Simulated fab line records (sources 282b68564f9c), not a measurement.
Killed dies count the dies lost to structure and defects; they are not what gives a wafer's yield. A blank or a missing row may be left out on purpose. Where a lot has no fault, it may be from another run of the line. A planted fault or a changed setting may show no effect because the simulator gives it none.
fab line records	flow rit_cmos
[record] lots = 7	wafers = 21	last_day = 7
route steps=202 shown PSD@152 SDANNEAL@153 NSD@158 PLDD@159 NLDD@160 SILICIDE@161 M1@202
lots with no fault: from the same line, run without faults
start_h: hours from the record's first day to the start of the lot's first wafer shown	wait_h: hours from the lot's prior step to this one	" identical to the entry in the row above	L1.1+2: a single row standing in for several wafers	- either no value or no given start	* or withheld: withheld	< > ~ a bound
route shown NAME@n: names a module that has steps shown in the file, with the first one's number in the route	usual: mean and standard deviation over wafers with no fault	same: alike in all rows	chamber/n: place in a boat	sites: each site's reading	_std_site: standard deviation of those values	_edge_site: inner sites' mean taken away from outer sites' mean	radius_mm: for every site, how far away it sits from the centre of the wafer	mask NAME#n: copy n	behind: the most recent tool/chamber to have shaped the wafer	hold: why the lot went on hold/how many hours it stayed there/how the hold came to an end	device: names the non-switching transistor (n, p or np)	end of line: at the end of the route, the tests of the same wafers	a step given without rows: its recipe and nothing more	killed: the dies lost at the first sort to structure and to defects; this is not the yield of the wafer	map: a wafer's dies, x killed, . not, _ none there
set.NAME: the setting the step ran with; set.NAME@STEP: the setting that earlier step ran with	model.NAME: the simulator's own value behind a step, which no gauge read
a table for each step, a row for each wafer; lots at some steps of the route
services: the hour from which a tool's chamber was out of use, counted from the record's first day as start_h (under 0 if before that day), plus the number of hours and why
[[steps]]
[step RIT_PSD_TW_MEAS_10]
[usual] PSD_TW = 3409/24
lot.wafer	tool	chamber	start_h	wait_h	PSD_TW
L964.2	film_metro-04	-	61.95	0.1	3378
L964.5	"	-	"	"	3381
L964.6	"	-	"	"	3369
L965.4	film_metro-01	-	67.80	0.1	3425
L965.5	"	-	"	"	3403
L965.6	"	-	"	"	3432
L971.1	film_metro-01	-	90.76	0.1	3441
L971.2	"	-	"	"	3425
L971.5	"	-	"	"	3437
L974.1	film_metro-01	-	103.83	0.1	3399
L974.5	"	-	"	"	3401
L974.6	"	-	"	"	3397
L976.1	film_metro-03	-	114.73	0.1	3441
L976.3	"	-	"	"	3426
L976.5	"	-	"	"	3424
L980.2	film_metro-01	-	132.99	0.1	3413
L980.3	"	-	"	"	3416
L980.6	"	-	"	"	3406
L985.1	film_metro-03	-	159.19	0.1	3429
L985.2	"	-	"	"	3418
L985.6	"	-	"	"	3414
[step RIT_SDANNEAL_CLEAN_00]
[recipe] chemistry = SC1	mix = 3:3:50	time_s = 600	temp_c = 75
[step RIT_SDANNEAL_CLEAN_01]
[recipe] chemistry = dHF	dilution = 50:1	time_s = 30
[step RIT_SDANNEAL_CLEAN_02]
[recipe] chemistry = SC2	mix = 3:3:50	time_s = 600	temp_c = 75	dry = n2_spin
[step RIT_SDANNEAL_RTA_03]
[recipe] temp_c = 1050	time_s = 5	idle_temp_c = 600	ramp_up_c_per_s = 342	ramp_down_c_per_s = 171	cool_to_c = 600	ambient = N2
[usual] ramp_down_c_per_s = 171.00/0.032	wafer_temp_C_max = 1053.5/1.1
lot.wafer	tool	chamber	start_h	wait_h	ramp_down_c_per_s	wafer_temp_C_max
L964.2	rtp_anneal-01	0	62.37	0.0	170.98	1054.5
L964.5	"	0	"	"	170.99	1055.2
L964.6	"	0	"	"	170.98	1053.9
L965.4	rtp_anneal-01	0	68.61	0.0	170.98	1053.0
L965.5	"	0	"	"	171.04	1052.2
L965.6	"	0	"	"	170.97	1053.3
L971.1	rtp_anneal-02	0	91.21	0.0	171.02	1053.3
L971.2	"	0	"	"	170.97	1052.5
L971.5	"	0	"	"	170.97	1054.1
L974.1	rtp_anneal-02	0	104.26	0.0	170.97	1052.7
L974.5	"	0	"	"	170.98	1055.8
L974.6	"	0	"	"	170.98	1056.2
L976.1	rtp_anneal-01	0	115.16	0.0	170.97	1052.3
L976.3	"	0	"	"	170.94	1052.5
L976.5	"	0	"	"	170.98	1057.0
L980.2	rtp_anneal-01	0	133.42	0.0	171.04	1051.8
L980.3	"	0	"	"	171.00	1051.3
L980.6	"	0	"	"	170.98	1053.3
L985.1	rtp_anneal-02	0	159.63	0.0	171.01	1053.7
L985.2	"	0	"	"	171.05	1054.1
L985.6	"	0	"	"	170.93	1052.7
[step RIT_SDANNEAL_RS_MEAS_04]
[recipe] thk_meas_gauge = four-point-probe
[usual] PSD_RS = 115.9/0.34
lot.wafer	tool	chamber	start_h	wait_h	PSD_RS[ohm/sq]
L964.2	film_metro-03	-	62.44	0.1	115.7
L964.5	"	-	"	"	115.7
L964.6	"	-	"	"	115.4
L965.4	film_metro-03	-	68.69	0.1	115.6
L965.5	"	-	"	"	115.6
L965.6	"	-	"	"	116.0
L971.1	film_metro-04	-	91.27	0.0	115.7
L971.2	"	-	"	"	115.7
L971.5	"	-	"	"	115.5
L974.1	film_metro-04	-	104.32	0.0	115.8
L974.5	"	-	"	"	115.8
L974.6	"	-	"	"	115.5
L976.1	film_metro-04	-	115.21	0.0	116.4
L976.3	"	-	"	"	116.5
L976.5	"	-	"	"	116.3
L980.2	film_metro-03	-	133.49	0.1	116.0
L980.3	"	-	"	"	116.0
L980.6	"	-	"	"	115.4
L985.1	film_metro-01	-	159.69	0.0	116.4
L985.2	"	-	"	"	115.8
L985.6	"	-	"	"	116.2
[step RIT_SDANNEAL_RS_MEAS_05]
[recipe] thk_meas_gauge = four-point-probe
[usual] NSD_RS = 84.57/0.3
lot.wafer	tool	chamber	start_h	wait_h	NSD_RS[ohm/sq]
L964.2	film_metro-03	-	62.56	0.1	84.39
L964.5	"	-	"	"	84.73
L964.6	"	-	"	"	84.76
L965.4	film_metro-03	-	68.81	0.1	84.52
L965.5	"	-	"	"	84.66
L965.6	"	-	"	"	84.55
L971.1	film_metro-04	-	91.39	0.1	84.96
L971.2	"	-	"	"	84.68
L971.5	"	-	"	"	84.62
L974.1	film_metro-04	-	104.44	0.1	84.08
L974.5	"	-	"	"	83.94
L974.6	"	-	"	"	83.94
L976.1	film_metro-04	-	115.33	0.1	84.57
L976.3	"	-	"	"	84.88
L976.5	"	-	"	"	84.88
L980.2	film_metro-03	-	133.61	0.1	84.32
L980.3	"	-	"	"	84.46
L980.6	"	-	"	"	84.28
L985.1	film_metro-01	-	159.81	0.1	84.53
L985.2	"	-	"	"	84.24
L985.6	"	-	"	"	84.87
[step RIT_SDANNEAL_RS_MEAS_06]
[recipe] thk_meas_gauge = four-point-probe
[usual] PLDD_RS = 178.7/0.41
lot.wafer	tool	chamber	start_h	wait_h	PLDD_RS[ohm/sq]
L964.2	film_metro-03	-	62.68	0.1	179.4
L964.5	"	-	"	"	179.3
L964.6	"	-	"	"	179.2
L965.4	film_metro-03	-	68.93	0.1	178.7
L965.5	"	-	"	"	178.6
L965.6	"	-	"	"	178.5
L971.1	film_metro-04	-	91.51	0.1	178.6
L971.2	"	-	"	"	178.9
L971.5	"	-	"	"	178.5
L974.1	film_metro-04	-	104.56	0.1	178.2
L974.5	"	-	"	"	178.2
L974.6	"	-	"	"	178.3
L976.1	film_metro-04	-	115.45	0.1	178.4
L976.3	"	-	"	"	178.6
L976.5	"	-	"	"	179.1
L980.2	film_metro-03	-	133.73	0.1	178.5
L980.3	"	-	"	"	178.8
L980.6	"	-	"	"	178.4
L985.1	film_metro-01	-	159.93	0.1	178.8
L985.2	"	-	"	"	178.4
L985.6	"	-	"	"	178.2
[step RIT_SDANNEAL_RS_MEAS_07]
[recipe] thk_meas_gauge = four-point-probe
[usual] NLDD_RS = 151.5/0.45
lot.wafer	tool	chamber	start_h	wait_h	NLDD_RS[ohm/sq]
L964.2	film_metro-03	-	62.80	0.1	151.6
L964.5	"	-	"	"	152.0
L964.6	"	-	"	"	151.9
L965.4	film_metro-03	-	69.05	0.1	151.5
L965.5	"	-	"	"	151.5
L965.6	"	-	"	"	151.2
L971.1	film_metro-04	-	91.63	0.1	151.1
L971.2	"	-	"	"	151.7
L971.5	"	-	"	"	151.6
L974.1	film_metro-04	-	104.68	0.1	151.7
L974.5	"	-	"	"	151.8
L974.6	"	-	"	"	151.8
L976.1	film_metro-04	-	115.57	0.1	151.9
L976.3	"	-	"	"	151.6
L976.5	"	-	"	"	152.1
L980.2	film_metro-03	-	133.85	0.1	151.5
L980.3	"	-	"	"	151.2
L980.6	"	-	"	"	151.2
L985.1	film_metro-01	-	160.05	0.1	151.5
L985.2	"	-	"	"	151.1
L985.6	"	-	"	"	151.1
[step RIT_SILICIDE_WET_ETCH_00]
[recipe] chemistry = BOE	target = SiO2	target_depth_nm = 14	time_s = 15	dry = n2_spin	dilution = 10:1	temp_c = 21.5
[step RIT_SILICIDE_SPUTTER_01]
[recipe] material = Ti	target_thk_nm = 30	power_w = 350	chamber_pressure_pa = 0.667	gas = Ar	time_s = 240	substrate_temp_c = 25
[usual] throttle_valve_pct = 29.6/1
lot.wafer	tool	chamber	start_h	wait_h	throttle_valve_pct
L964.2	pvd_sputter-02	-	62.91	0.0	30.9
L964.5	"	-	"	"	30.2
L964.6	"	-	"	"	31.4
L965.4	pvd_sputter-04	-	69.13	0.0	30.2
L965.5	"	-	"	"	30.9
L965.6	"	-	"	"	29.6
L971.1	pvd_sputter-04	-	91.76	0.0	28.1
L971.2	"	-	"	"	29.2
L971.5	"	-	"	"	29.2
L974.1	pvd_sputter-04	-	104.81	0.0	30.0
L974.5	"	-	"	"	28.2
L974.6	"	-	"	"	30.9
L976.1	pvd_sputter-02	-	115.71	0.0	30.7
L976.3	"	-	"	"	29.2
L976.5	"	-	"	"	29.3
L980.2	pvd_sputter-02	-	133.96	0.0	31.0
L980.3	"	-	"	"	30.8
L980.6	"	-	"	"	29.3
L985.1	pvd_sputter-02	-	160.18	0.0	29.1
L985.2	"	-	"	"	30.8
L985.6	"	-	"	"	30.7
[step RIT_SILICIDE_RS_MEAS_02]
[recipe] thk_meas_gauge = four-point-probe	reads = Ti_of_SILICIDE_SPUTTER_01
[usual] SILICIDE_TI_RS = 47.7/0.71
lot.wafer	tool	chamber	start_h	wait_h	SILICIDE_TI_RS[ohm/sq]
L964.2	film_metro-02	-	63.08	0.1	46.8
L964.5	"	-	"	"	47.1
L964.6	"	-	"	"	47.3
L965.4	film_metro-02	-	69.34	0.1	47.0
L965.5	"	-	"	"	47.1
L965.6	"	-	"	"	46.9
L971.1	film_metro-02	-	91.91	0.1	47.2
L971.2	"	-	"	"	47.0
L971.5	"	-	"	"	46.9
L974.1	film_metro-02	-	104.96	0.1	47.3
L974.5	"	-	"	"	47.6
L974.6	"	-	"	"	47.9
L976.1	film_metro-02	-	115.88	0.1	48.2
L976.3	"	-	"	"	47.0
L976.5	"	-	"	"	47.1
L980.2	film_metro-01	-	134.15	0.1	49.2
L980.3	"	-	"	"	49.0
L980.6	"	-	"	"	47.8
L985.1	film_metro-03	-	160.35	0.1	47.2
L985.2	"	-	"	"	48.5
L985.6	"	-	"	"	47.9
[step RIT_SILICIDE_THK_MEAS_03]
[recipe] thk_meas_gauge = xrf	reads = Ti_of_SILICIDE_SPUTTER_01
[usual] SILICIDE_TI_THK = 30.3/0.37
lot.wafer	tool	chamber	start_h	wait_h	SILICIDE_TI_THK[nm]
L964.2	film_metro-02	-	63.19	0.1	30.7
L964.5	"	-	"	"	30.5
L964.6	"	-	"	"	30.5
L965.4	film_metro-02	-	69.43	0.1	30.6
L965.5	"	-	"	"	30.5
L965.6	"	-	"	"	30.6
L971.1	film_metro-02	-	92.03	0.1	31.4
L971.2	"	-	"	"	31.7
L971.5	"	-	"	"	31.5
L974.1	film_metro-02	-	105.08	0.1	31.4
L974.5	"	-	"	"	31.3
L974.6	"	-	"	"	31.1
L976.1	film_metro-02	-	116.00	0.1	31.0
L976.3	"	-	"	"	31.6
L976.5	"	-	"	"	31.6
L980.2	film_metro-01	-	134.26	0.1	29.7
L980.3	"	-	"	"	29.8
L980.6	"	-	"	"	30.3
L985.1	film_metro-03	-	160.47	0.1	30.7
L985.2	"	-	"	"	29.9
L985.6	"	-	"	"	30.3
[step RIT_SILICIDE_RTA_04]
[recipe] temp_c = 650	time_s = 10	idle_temp_c = 25	ramp_up_s = 5	ramp_down_s = 5	cool_to_c = 25	ambient = N2
[usual] wafer_temp_C_max = 653.1/0.7
lot.wafer	tool	chamber	start_h	wait_h	wafer_temp_C_max
L964.2	rtp_anneal-02	0	63.26	0.1	652.5
L964.5	"	0	"	"	652.3
L964.6	"	0	"	"	652.6
L965.4	rtp_anneal-02	0	69.49	0.1	653.6
L965.5	"	0	"	"	652.9
L965.6	"	0	"	"	653.1
L971.1	rtp_anneal-01	0	92.09	0.1	652.5
L971.2	"	0	"	"	653.0
L971.5	"	0	"	"	653.0
L974.1	rtp_anneal-01	0	105.14	0.1	651.9
L974.5	"	0	"	"	655.3
L974.6	"	0	"	"	652.7
L976.1	rtp_anneal-02	0	116.06	0.1	654.1
L976.3	"	0	"	"	653.1
L976.5	"	0	"	"	653.9
L980.2	rtp_anneal-02	0	134.32	0.1	654.8
L980.3	"	0	"	"	652.3
L980.6	"	0	"	"	653.3
L985.1	rtp_anneal-01	0	160.53	0.1	652.1
L985.2	"	0	"	"	653.3
L985.6	"	0	"	"	652.6
[step RIT_M1_PROBE_99]
[usual] killed_at_front_end = 7/3	killed_dies = 7/3	killed_on_rim = 2/1.4	killed_open = 3.6/1.9	killed_short = 3.2/1.8
[same] gross_dies = 264	killed_at_M0_to_M3 = 0	killed_at_M4_up = 0	killed_at_back_side = 0	killed_at_contacts = 0	killed_at_other = 0
lot.wafer	tool	chamber	start_h	wait_h	killed_at_front_end	killed_dies	killed_on_rim	killed_open	killed_short
L964.2	prober-02	-	70.22	0.1	8	8	1	5	3
L964.5	prober-02	-	70.37	0.2	8	8	2	4	4
L964.6	prober-02	-	70.42	0.2	8	8	3	4	4
L965.4	prober-02	-	76.03	0.2	6	6	2	2	4
L965.5	prober-02	-	76.08	0.2	10	10	2	6	4
L965.6	prober-02	-	76.13	0.2	4	4	0	2	2
L971.1	prober-01	-	98.67	0.1	14	14	5	7	7
L971.2	prober-01	-	98.72	0.1	8	8	2	5	3
L971.5	prober-01	-	98.87	0.2	5	5	3	1	4
L974.1	prober-01	-	112.01	0.1	11	11	5	5	6
L974.5	prober-01	-	112.21	0.2	7	7	1	3	4
L974.6	prober-01	-	112.26	0.2	7	7	0	3	4
L976.1	prober-02	-	122.60	0.1	7	7	1	3	4
L976.3	prober-02	-	122.70	0.2	5	5	2	3	2
L976.5	prober-02	-	122.80	0.2	16	16	4	6	10
L980.2	prober-02	-	141.22	0.1	5	5	2	3	2
L980.3	prober-02	-	141.27	0.2	3	3	1	0	3
L980.6	prober-02	-	141.42	0.2	11	11	2	3	8
L985.1	prober-01	-	167.32	0.1	8	8	2	3	5
L985.2	prober-01	-	167.37	0.1	5	5	2	1	4
L985.6	prober-01	-	167.57	0.2	5	5	1	2	3
// killed by level:class
L964.2 GATE:geometric_particle:open=3 SPACER:geometric_particle:short=2 FOX1:geometric_particle:open=1 FOX2:geometric_particle:open=1 FOX2:geometric_particle:short=1
L964.5 GATE:geometric_particle:short=4 SILICIDE:geometric_particle:open=2 GATE:geometric_particle:open=1 SPACER:geometric_particle:open=1
L964.6 GATE:geometric_particle:open=4 GATE:geometric_particle:short=2 SILICIDE:geometric_particle:short=2
L965.4 FOX1:geometric_particle:short=1 FOX1:geometric_particle:open=1 GATE:geometric_particle:short=1 REOX:geometric_particle:short=1 SPACER:geometric_particle:short=1 SPACER:geometric_particle:open=1
L965.5 FOX1:geometric_particle:open=2 GATE:geometric_particle:open=2 SILICIDE:geometric_particle:short=2 GATE:geometric_particle:short=1 REOX:geometric_particle:open=1 REOX:geometric_particle:short=1 SILICIDE:geometric_particle:open=1
L965.6 GATE:geometric_particle:open=2 FOX1:geometric_particle:short=1 REOX:geometric_particle:short=1
L971.1 GATE:geometric_particle:open=4 SPACER:geometric_particle:short=3 GATE:geometric_particle:short=2 SPACER:geometric_particle:open=2 REOX:geometric_particle:short=1 SILICIDE:geometric_particle:open=1 SILICIDE:geometric_particle:short=1
L971.2 FOX1:geometric_particle:open=3 SPACER:geometric_particle:short=2 FOX1:geometric_particle:short=1 GATE:geometric_particle:open=1 SPACER:geometric_particle:open=1
L971.5 SILICIDE:geometric_particle:short=3 FOX2:geometric_particle:short=1 SPACER:geometric_particle:open=1
L974.1 FOX2:geometric_particle:short=3 GATE:geometric_particle:short=3 GATE:geometric_particle:open=3 REOX:geometric_particle:open=1 SILICIDE:geometric_particle:open=1
L974.5 GATE:geometric_particle:short=3 GATE:geometric_particle:open=2 REOX:geometric_particle:open=1 SILICIDE:geometric_particle:short=1
L974.6 GATE:geometric_particle:short=2 GATE:geometric_particle:open=2 SILICIDE:geometric_particle:short=2 REOX:geometric_particle:open=1
L976.1 GATE:geometric_particle:short=3 FOX1:geometric_particle:open=2 FOX1:geometric_particle:short=1 REOX:geometric_particle:open=1
L976.3 SPACER:geometric_particle:open=2 GATE:geometric_particle:open=1 GATE:geometric_particle:short=1 SILICIDE:geometric_particle:short=1
L976.5 GATE:geometric_particle:short=6 GATE:geometric_particle:open=2 REOX:geometric_particle:short=2 SPACER:geometric_particle:open=2 FOX1:geometric_particle:short=1 REOX:geometric_particle:open=1 SPACER:geometric_particle:short=1 SILICIDE:geometric_particle:open=1
L980.2 GATE:geometric_particle:short=2 SILICIDE:geometric_particle:open=2 GATE:geometric_particle:open=1
L980.3 REOX:geometric_particle:short=2 GATE:geometric_particle:short=1
L980.6 GATE:geometric_particle:short=3 FOX2:geometric_particle:short=2 SILICIDE:geometric_particle:open=2 FOX1:geometric_particle:short=1 SPACER:geometric_particle:open=1 SPACER:geometric_particle:short=1 SILICIDE:geometric_particle:short=1
L985.1 GATE:geometric_particle:short=3 FOX1:geometric_particle:short=2 FOX1:geometric_particle:open=1 GATE:geometric_particle:open=1 SILICIDE:geometric_particle:open=1
L985.2 FOX2:geometric_particle:short=2 FOX1:geometric_particle:short=1 FOX2:geometric_particle:open=1 GATE:geometric_particle:short=1
L985.6 FOX2:geometric_particle:short=1 GATE:geometric_particle:short=1 GATE:geometric_particle:open=1 REOX:geometric_particle:short=1 REOX:geometric_particle:open=1
[[services]]
tool	chamber	start_h	hours	kind
pvd_sputter-02	-	74.09	4.8	repair
[[key]]
[first_sign] step = RIT_SILICIDE_THK_MEAS_03	reading = SILICIDE_TI_THK	direction = up	sigmas = 3.1	usual = 30.3	struck = 31.4
effect none on later readings
met_at RIT_SILICIDE_THK_MEAS_03
struck_wafers L971.1,L971.2,L971.5,L974.1,L974.5,L974.6,L976.1,L976.3,L976.5
tester_left_out L971,L974,L976
onset_between 69.43 92.03
also_fits RIT_SDANNEAL_RS_MEAS_04:film_metro-04,RIT_SDANNEAL_RS_MEAS_05:film_metro-04,RIT_SDANNEAL_RS_MEAS_06:film_metro-04,RIT_SDANNEAL_RS_MEAS_07:film_metro-04
[fault] kind = metrology_matching_offset	tool = film_metro-02	chamber = -	onset_h = 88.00	steps = RIT_SILICIDE_THK_MEAS_03	param = thk_nm	offset = 0.94354
// tester_left_out: of these lots the tester's yield and bins aren't shown, on N5 and GAA mostly nor the transistor test; their killed dies are dies lost to structure and defects alone, not to doping, threshold or leakage, so they don't give the yield
